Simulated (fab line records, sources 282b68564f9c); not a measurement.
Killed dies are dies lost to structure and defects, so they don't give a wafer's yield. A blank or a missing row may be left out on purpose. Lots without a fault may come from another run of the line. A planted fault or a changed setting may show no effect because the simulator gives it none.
Problem report in the 8D (eight disciplines) form, filled by code | flow rit_cmos | the parts of the form that need people (team, actions taken, sign-off) are left out

1. THE PROBLEM
run_length_s at RIT_CONTACT_SOFTBAKE_04 reads a mean of 92.07 s on 6 wafers of 2 lots; wafers without a fault read 89.30 s with a standard deviation of 0.21. That is +13 standard deviations from the usual mean.
The step: time 60 s.
First seen on wafer L231.3, day 6 09:14, on litho_track-03. The record holds 42 wafers of 14 lots with a number at this step. Rule for "out", or "out of limits": more than 4 standard deviations from the usual mean. The other wafers with a number count as sound.

2. WHAT IT IS AND WHAT IT IS NOT
question                    | is                     | is not
which readings at this step | run_length_s           | -
which lots                  | L231, L232             | L216, L217, L219, L220, L221, L222, L223, L224, L225, L226, L227, L236
which wafers of those lots  | all that have a number | -
read on which tools         | litho_track-03         | litho_track-01, litho_track-04
when                        | from day 6 09:14       | up to then (33 sound wafers); but 3 sound wafers of L236 came after

3. SUSPECTS, AND WHAT RULES EACH OUT
Counting: a tool at a process step up to the reading stays a suspect if it ran every lot that is out and no sound lot after the first of them.
- litho_track-03 at RIT_CONTACT_SOFTBAKE_04 (time 60 s): kept. It ran every lot that is out, first L231 (day 6 09:14), and no sound lot after that; its last sound lot up to then is L226 (day 5 10:04). Its own readings are out on those wafers: run_length_s.
Left after counting: litho_track-03 at RIT_CONTACT_SOFTBAKE_04.

4. THE CAUSE (what the simulator had put in)
Process parameter drift: litho_track-03, from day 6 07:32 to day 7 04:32, at RIT_CONTACT_SOFTBAKE_04. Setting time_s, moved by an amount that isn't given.
Counting left only this tool.

5. THE CHAIN OF EFFECTS, in route order
Each row: a reading whose mean over the struck wafers that have a number lies more than 3 standard deviations from the usual. Only readings for which the record gives a usual standard deviation are gone through. hours: the time from each lot's start at the first step in this table that gives one to its start at this step, as a median over the lots. sigmas: the change in usual standard deviations.
hours | step                    | reading      | usual   | on struck wafers | change | sigmas
0     | RIT_CONTACT_SOFTBAKE_04 | run_length_s | 89.30 s | 92.07            | +2.77  | +13
The process steps in it:
- RIT_CONTACT_SOFTBAKE_04: time 60 s.

6. WHAT WOULD HAVE CAUGHT IT SOONER
In this record the first reading out of limits was taken at day 6 09:14, 2 hours after the fault began at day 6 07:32.
